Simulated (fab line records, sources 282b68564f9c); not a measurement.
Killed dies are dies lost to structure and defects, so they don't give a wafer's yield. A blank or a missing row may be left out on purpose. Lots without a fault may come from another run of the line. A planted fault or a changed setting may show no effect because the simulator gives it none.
A struck lot beside a sound one | flow rit_cmos | 44 steps out of a route of 202
Sound: wafers L751.2, L751.3, L751.4. Struck: wafers L757.1, L757.3, L757.6. The cause comes at the end.
At each step with rows: each side's tool, then ch and its chambers, then its first start. Under that, the readings that differ: sound wafers | struck wafers | difference of the means | sigmas: that difference in standard deviations of wafers without a fault.
alike: readings whose means differ by less than 2 such deviations, and words and numbers that are the same on both sides. not compared: withheld readings, readings that some wafer has no value for, bounds like >300 that may hide the same value, and numbers for which the record gives no deviation and whose values overlap.
The two part at a step that has a row with sigmas, a row that says differs or no value, or rows on one side only. Numbers that don't overlap but have no deviation are shown without sigmas and don't part them. A reading that every wafer of one side lacks parts them only if that side has two wafers or more.

first, 3 steps without rows for these wafers: RIT_REOX_CLEAN_01 (cleans in dHF, time 30 s); RIT_REOX_CLEAN_02 (cleans in SC2, time 600 s); RIT_REOX_OXIDATION_03 (target thk 25.2 nm, ox time 5580 s).
RIT_REOX_THK_MEAS_04:
  sound on film_metro-04, day 2 20:52; struck on film_metro-04, day 4 02:36
  alike: REOX_OXIDE_THK
then, 6 steps without rows for these wafers: RIT_NLDD_HMDS_00 (prime time 60 s); RIT_NLDD_COAT_01 (resist thk 1000 nm); RIT_NLDD_SOFTBAKE_02 (time 60 s); RIT_NLDD_EXPOSE_03 (exposes mask M7, target cd 40700 nm); RIT_NLDD_PEB_04; RIT_NLDD_DEVELOP_05 (develop time 50 s).
RIT_NLDD_OVL_MEAS_06:
  sound on overlay-01, day 2 21:52; struck on overlay-02, day 4 03:38
  reading       | sound       | struck         | difference | sigmas
  NLDD_OVL (nm) | 2.3 2.9 2.5 | -0.8 -0.9 -4.5 | -4.6       | -4
then, 1 step without rows for these wafers: RIT_NLDD_HARDBAKE_07 (time 60 s).
RIT_NLDD_IMPLANT_08:
  sound on implanter-01 ch 0, day 2 22:04; struck on implanter-04 ch 0, day 4 03:49
  reading                          | sound                         | struck                      | difference | sigmas
  dose_ions_cm2                    | 5.005e+14 5.005e+14 5.004e+14 | 9.92e+13 1.002e+14 9.99e+13 | -4.01e+14  | -99 or more
  end_station_pressure_torr (Torr) | 6.5e-06 6.1e-06 6.2e-06       | 5e-06 5.1e-06 5.5e-06       | -1e-06     | -3
  faraday_current_uA               | 1562 1579 1599                | 313 312 311                 | -1268      | -44
RIT_NLDD_STRIP_09: strips in O2, time 180 s.
  sound on plasma_asher-03 ch 0,1, day 2 22:12; struck on plasma_asher-02 ch 0, day 4 03:58
  reading                     | sound       | struck      | difference | sigmas
  drypump_motor_current_A (A) | 6.4 6.5 6.3 | 5.3 5.3 5.3 | -1.1       | -3
  not compared: rf_hours_counter_h
RIT_NLDD_TW_MEAS_10:
  sound on film_metro-01, day 2 22:23; struck on film_metro-02, day 4 04:09
  reading | sound          | struck         | difference | sigmas
  NLDD_TW | 2528 2533 2532 | 1563 1581 1582 | -956       | -40
then, 6 steps without rows for these wafers: RIT_PLDD_HMDS_00 (prime time 60 s); RIT_PLDD_COAT_01 (resist thk 1000 nm); RIT_PLDD_SOFTBAKE_02 (time 60 s); RIT_PLDD_EXPOSE_03 (exposes mask M8, target cd 40900 nm); RIT_PLDD_PEB_04; RIT_PLDD_DEVELOP_05 (develop time 50 s).
RIT_PLDD_OVL_MEAS_06:
  sound on overlay-02, day 2 23:31; struck on overlay-02, day 4 05:11
  alike: PLDD_OVL
then, 2 steps without rows for these wafers: RIT_PLDD_HARDBAKE_07 (time 60 s); RIT_PLDD_IMPLANT_08.
RIT_PLDD_STRIP_09: strips in O2, time 180 s.
  sound on plasma_asher-04 ch 0,1, day 2 23:51; struck on plasma_asher-01 ch 0,1, day 4 05:31
  alike: drypump_motor_current_A
  not compared: rf_hours_counter_h
RIT_PLDD_TW_MEAS_10:
  sound on film_metro-01, day 3 00:02; struck on film_metro-01, day 4 05:42
  alike: PLDD_TW
then, 4 steps without rows for these wafers: RIT_SPACER_CLEAN_00 (cleans in SC1, time 600 s); RIT_SPACER_CLEAN_01 (cleans in dHF, time 30 s); RIT_SPACER_CLEAN_02 (cleans in SC2, time 600 s); RIT_SPACER_CVD_03 (deposits Si3N4 from SiH2Cl2/NH3, target thk 250 nm, time 3300 s).
RIT_SPACER_THK_MEAS_04:
  sound on film_metro-04, day 3 04:04; struck on film_metro-03, day 4 08:02
  alike: SPACER_NITRIDE_THK
RIT_SPACER_ETCHBACK_05: etches Si3N4 in SF6/CHF3, stops on SiO2, target depth 250 nm, time 240 s.
  sound on rie_diel-04 ch 0,1,2, day 3 04:07; struck on rie_diel-04 ch 0,1,3, day 4 08:06
  alike: drypump_motor_current_A, oes_product_au, throttle_valve_pct
  not compared: rf_hours_counter_h
then, 6 steps without rows for these wafers: RIT_NSD_HMDS_00 (prime time 60 s); RIT_NSD_COAT_01 (resist thk 1000 nm); RIT_NSD_SOFTBAKE_02 (time 60 s); RIT_NSD_EXPOSE_03 (exposes mask M9, target cd 40700 nm); RIT_NSD_PEB_04; RIT_NSD_DEVELOP_05 (develop time 50 s).
RIT_NSD_OVL_MEAS_06:
  sound on overlay-01, day 3 05:08; struck on overlay-01, day 4 09:06
  alike: NSD_OVL
then, 2 steps without rows for these wafers: RIT_NSD_HARDBAKE_07 (time 60 s); RIT_NSD_IMPLANT_08.
RIT_NSD_STRIP_09: strips in O2, time 180 s.
  sound on plasma_asher-02 ch 0,1, day 3 05:28; struck on plasma_asher-04 ch 0,1, day 4 09:26
  alike: drypump_motor_current_A
  not compared: rf_hours_counter_h
RIT_SDANNEAL_RS_MEAS_07: measures by four-point-probe.
  sound on film_metro-01, day 3 08:04; struck on film_metro-01, day 4 12:05
  reading          | sound             | struck            | difference | sigmas
  NLDD_RS (ohm/sq) | 152.3 152.2 152.5 | 512.5 505.5 509.3 | +356.8     | +99 or more
RIT_M1_PROBE_99:
  sound on prober-01, day 3 15:34; struck on prober-01, day 4 19:07
  alike: killed_at_M0_to_M3, killed_at_contacts, killed_at_front_end, killed_dies, killed_open, killed_short

WHERE THEY PART
First at RIT_NLDD_OVL_MEAS_06; last, within this record, at RIT_SDANNEAL_RS_MEAS_07. Later steps at which nothing parts them and some readings are alike: RIT_M1_PROBE_99.

WHY: what the simulator had put in
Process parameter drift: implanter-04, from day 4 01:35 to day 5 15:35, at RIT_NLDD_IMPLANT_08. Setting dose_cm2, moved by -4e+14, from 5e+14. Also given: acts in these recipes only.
